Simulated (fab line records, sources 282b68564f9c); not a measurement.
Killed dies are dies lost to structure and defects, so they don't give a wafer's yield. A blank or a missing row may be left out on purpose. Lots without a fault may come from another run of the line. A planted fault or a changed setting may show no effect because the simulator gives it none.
Which tool did it? | flow rit_cmos | 7 lots, 21 wafers sampled, at 2 steps of a route of 202

WHAT THE GAUGES READ, wafer by wafer
RIT_WELLDRIVE_RS_MEAS_01: measures by four-point-probe.
lot  | measured    | on            | NWELL_RS (ohm/sq)
L408 | day 2 12:05 | film_metro-04 | 275.0 275.2 274.8
L411 | day 3 01:22 | film_metro-02 | 275.5 274.9 274.5
L415 | day 3 21:47 | film_metro-04 | 276.2 275.6 276.1
L418 | day 4 14:56 | film_metro-02 | 279.1 278.4 278.8
L421 | day 5 04:03 | film_metro-02 | 275.5 274.8 275.5
L425 | day 6 02:51 | film_metro-04 | 276.2 276.5 276.6
L430 | day 7 01:41 | film_metro-04 | 276.4 276.1 274.9

WHICH TOOL RAN EACH LOT (tool, then ch and the chambers of the sampled wafers, then the start)
lot  | RIT_NWELL_IMPLANT_08
L408 | implanter-04 ch 0, day 2 03:41
L411 | implanter-01 ch 0, day 2 18:14
L415 | implanter-02 ch 0, day 3 14:32
L418 | implanter-04 ch 0, day 4 07:05
L421 | implanter-01 ch 0, day 4 20:30
L425 | implanter-01 ch 0, day 5 18:10
L430 | implanter-02 ch 0, day 6 18:04
- RIT_NWELL_IMPLANT_08

THE ANSWER, worked out from the rows above alone
Rule: what is usual is taken from the lots themselves. Put in order of their means at a reading, lots are off if they are a third of the lots or fewer, leave a main group of 4 or more, and stand apart from it by a gap of 3 or more times the standard deviation of the main group's means; of several such gaps the widest counts. A main group whose means are all the same, to the digits that the tables above print for the reading, isn't used. A lot without any number at a reading at which 4 lots or more have one is off too. The other lots that the step has rows for count as sound.
Off: L418, at RIT_WELLDRIVE_RS_MEAS_01 (NWELL_RS). The main group: mean 275.6 ohm/sq, standard deviation 0.54.
A tool fits if, at a process step before that reading, it ran every lot that is off, and no sound lot after the first of them. The gauges at RIT_WELLDRIVE_RS_MEAS_01 are tried like those tools. One fits: implanter-04 at RIT_NWELL_IMPLANT_08. Its last sound lot is L408 (day 2 03:41), its first lot that is off L418 (day 4 07:05): a fault that began between those two fits.

WHAT THE SIMULATOR HAD PUT IN
Process parameter drift: implanter-04, from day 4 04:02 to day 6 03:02, at RIT_NWELL_IMPLANT_08. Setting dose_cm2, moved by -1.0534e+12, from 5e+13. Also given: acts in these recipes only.
Lots struck among those shown: L418. The rule above found the same.
